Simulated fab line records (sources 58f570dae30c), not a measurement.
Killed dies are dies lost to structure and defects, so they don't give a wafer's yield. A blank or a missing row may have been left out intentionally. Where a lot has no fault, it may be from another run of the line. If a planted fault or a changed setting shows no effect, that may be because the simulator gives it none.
Which tool is to blame? | flow berkeley_cmos170 | 6 lots, 18 wafers sampled, at 1 step of a route of 331

## WHAT EACH GAUGE READ, for each wafer
UCB170_ACTIVE_CD_MEAS_13: the cd target is 1200 nm.
lot  | measured    | on        | cd_nm (nm)
L413 | day 4 12:23 | cd_sem-01 | 1201.1 1200.4 1201.8
L415 | day 4 23:56 | cd_sem-02 | 1201.4 1200.6 1201.6
L426 | day 7 08:39 | cd_sem-01 | 1200.3 1200.5 1200.4
L429 | day 8 04:42 | cd_sem-02 | 1199.7 1199.3 1199.9
L432 | day 8 19:37 | cd_sem-02 | 1200.0 1201.1 1201.3
L435 | day 9 08:47 | cd_sem-01 | 1200.1 1200.2 1201.6

## WHAT TOOL EACH LOT RAN ON (gives the tool, then ch and the chambers of the sampled wafers, and finally the start)
Record: no process step prior to these readings.

## THE ANSWER, worked out from the rows above alone
Rule: the lots themselves supply what counts as usual. The widest of any qualifying gaps counts: lots, ordered by their means at a reading, are off when they make up no more than a third of the lots, leave a main group of 4 or more, and stand apart from it by 3 or more times the standard deviation of that group's means. Not used: any main group whose means are identical at the precision the tables above print for the reading. A lot without any number at a reading at which 4 lots or more have one is off too. Where the step has rows for the other lots, those lots are counted as sound.
None of the lots is off at any reading shown; this tells nothing.

## WHAT HAD BEEN PUT IN BY THE SIMULATOR
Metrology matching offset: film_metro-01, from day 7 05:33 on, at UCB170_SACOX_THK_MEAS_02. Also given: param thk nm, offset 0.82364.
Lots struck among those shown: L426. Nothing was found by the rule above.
